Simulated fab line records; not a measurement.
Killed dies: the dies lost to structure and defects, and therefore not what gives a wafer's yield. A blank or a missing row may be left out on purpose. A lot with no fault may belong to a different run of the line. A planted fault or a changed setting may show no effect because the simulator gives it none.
Split-lot trial -- flow berkeley_cmos170 -- 23 wafers read across 5 lots, on a route 331 steps long

## THE SPLIT ITSELF
At UCB170_CONTACT_EXPOSE_12 (exposes mask CONT, target cd 700 nm), the setting dose_mj was moved away from the recipe's 35 on 11 of the 23 wafers read, by -2.5% to +6.6%. This setting was run at the recipe's value on the other wafers.

## FROM THE SPLIT TO THE READING: what the file shows between them, 6 steps
- UCB170_CONTACT_PEB_13
- UCB170_CONTACT_DEVELOP_14: develop time 45 s
- UCB170_CONTACT_CD_MEAS_15: target cd 700 nm
- UCB170_CONTACT_ETCH_17: etches BARC in N2/H2
- UCB170_CONTACT_ETCH_18: etches PSG in CHF3/CF4/Ar, stops on TiSi2, target depth 840 nm, time 195 s
- UCB170_CONTACT_STRIP_19: strips in O2

## THE READING
Shown in nm: cd_nm at UCB170_CONTACT_CD_MEAS_90, with target cd 700 nm. Typical for fault-free wafers on this fab line: 700.3 nm, with standard deviation 1.4 nm.

wafer,"tool, chamber at the split",dose_mj as run,against the recipe,"cd_nm, nm",against lot-mates on the recipe
L077.1,"krf_scanner-01, 0",34.13,-2.5%,693.6,-6.9
L077.2,"krf_scanner-01, 0",34.13,-2.5%,692.8,-7.7
L077.4,"krf_scanner-01, 0",35,recipe,700.2,-
L077.5,"krf_scanner-01, 0",34.13,-2.5%,693.8,-6.7
L077.6,"krf_scanner-01, 0",35,recipe,700.8,-
L078.1,"krf_scanner-01, 0",35,recipe,702.3,-
L078.2,"krf_scanner-01, 0",36.35,+3.9%,704.8,+3.9
L078.4,"krf_scanner-01, 0",36.35,+3.9%,706.5,+5.6
L078.5,"krf_scanner-01, 0",35,recipe,699.4,-
L078.6,"krf_scanner-01, 0",35,recipe,700.9,-
L079.1,"krf_scanner-02, 0",37.3,+6.6%,711.7,+11.2
L079.3,"krf_scanner-02, 0",37.3,+6.6%,711.2,+10.7
L079.4,"krf_scanner-02, 0",35,recipe,699.6,-
L079.5,"krf_scanner-02, 0",35,recipe,701.5,-
L079.6,"krf_scanner-02, 0",37.3,+6.6%,711.9,+11.4
L081.1,"krf_scanner-02, 0",35,recipe,699.3,-
L081.2,"krf_scanner-02, 0",36.08,+3.1%,704.8,+5.2
L081.3,"krf_scanner-02, 0",35,recipe,699.8,-
L081.4,"krf_scanner-02, 0",36.08,+3.1%,703.6,+4.1
L081.5,"krf_scanner-02, 0",36.08,+3.1%,704.8,+5.2
L085.3,"krf_scanner-02, 0",35,recipe,700.3,-
L085.5,"krf_scanner-02, 0",35,recipe,701.7,-
L085.6,"krf_scanner-02, 0",35,recipe,700.6,-

THE FIT
A straight line over all 23 wafers: cd_nm changes by +1.8 nm for each +1% of dose_mj; r = +0.97; the points scatter about the line by 1.3 nm.
The same after taking each lot's own level away (the mean of its wafers on the recipe; 23 wafers): +1.81 nm for each +1%; r = +0.97; scatter 1.2 nm.
The reading moves by 12 nm for the largest change in dose_mj, on that fit.
Across the lots, their own levels run from 699.55 to 700.87 nm, a range of 0.9 times the standard deviation given above.
So the lot-to-lot level changes the slope little: the two slopes agree.
Check: for one of the wafers moved furthest among these (+6.6%), held out of the fit, the line's prediction against its lot-mates is +11.2 nm. It came out at +11.2 nm against them.

## ADDITIONAL SPLITS CARRIED BY THESE WAFERS
These wafers also went through other splits before the reading. Each is held against what the fit with the lots' levels taken away leaves over:
other split on the same wafers,wafers away from the commonest value,r with cd_nm (lot level and that fit taken away)
UCB170_SILICIDE_SPUTTER_01 time_s,4,+0.08
UCB170_CONTACT_COAT_04 spin_rpm,9,-0.24

## THE WHOLE CHAIN: every reading that the file lists as answering this split, in the file's order
step,what it does,reading,change (the file's fit),r (the file's)
UCB170_CONTACT_CD_MEAS_15,target cd 700 nm,cd_nm,+1.72 nm for each +1% of the setting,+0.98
UCB170_CONTACT_ETCH_17,etches BARC in N2/H2,"CONTACT.cd_nm (the simulator's own value, which no gauge read)",+1.67 nm for each +1% of the setting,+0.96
UCB170_CONTACT_CD_MEAS_90,target cd 700 nm,cd_nm,+1.67 nm for each +1% of the setting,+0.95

## FILE'S OWN FIT
cd_nm changes by +1.67 nm for each +1% of dose_mj, r = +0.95.
